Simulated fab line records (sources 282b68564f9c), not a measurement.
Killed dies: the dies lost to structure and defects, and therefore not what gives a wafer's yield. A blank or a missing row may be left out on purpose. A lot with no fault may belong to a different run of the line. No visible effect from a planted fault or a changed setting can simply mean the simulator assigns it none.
The tool behind it: which one? | flow rit_cmos | 7 lots, 21 wafers sampled, at 2 steps of a route of 202

== WHAT THE GAUGES SHOWED, per wafer ==
RIT_CONTACT_THK_MEAS_01.
lot  | measured    | on            | CONTACT_TEOS_THK (nm)
L223 | day 3 19:40 | film_metro-03 | 393 396 398
L224 | day 4 02:30 | film_metro-03 | 406 394 404
L226 | day 4 12:16 | film_metro-03 | 392 396 395
L230 | day 5 11:39 | film_metro-02 | 393 403 400
L237 | day 6 14:32 | film_metro-04 | 398 407 402
L240 | day 7 06:56 | film_metro-04 | 396 399 405
L243 | day 7 22:16 | film_metro-04 | 390 400 405

== WHAT TOOL EACH LOT RAN ON (gives the tool, then ch and the chambers of the sampled wafers, and finally the start) ==
lot  | RIT_CONTACT_CVD_00
L223 | pecvd-03 ch 0,1, day 3 19:35
L224 | pecvd-04 ch 0,1,2, day 4 02:27
L226 | pecvd-02 ch 0,1,2, day 4 12:12
L230 | pecvd-03 ch 0,1,2, day 5 11:36
L237 | pecvd-03 ch 0,1,2, day 6 14:29
L240 | pecvd-03 ch 1,2, day 7 06:53
L243 | pecvd-03 ch 0,2, day 7 22:13
- RIT_CONTACT_CVD_00: deposits SiO2 from TEOS, target thk 400 nm, time 61 s.

== THE ANSWER, worked out from the rows above alone ==
Rule: the usual values come from the lots themselves. The widest of any qualifying gaps counts: lots, ordered by their means at a reading, are off when they make up no more than a third of the lots, leave a main group of 4 or more, and stand apart from it by 3 or more times the standard deviation of that group's means. A main group whose means are all the same, to the digits that the tables above print for the reading, isn't used. Also off: a lot with no number at a reading for which 4 or more lots have one. The other lots that the step has rows for count as sound.
Across all readings shown, no lot is off: no conclusion can be drawn from this.

== WHAT THE SIMULATOR HAD INSERTED ==
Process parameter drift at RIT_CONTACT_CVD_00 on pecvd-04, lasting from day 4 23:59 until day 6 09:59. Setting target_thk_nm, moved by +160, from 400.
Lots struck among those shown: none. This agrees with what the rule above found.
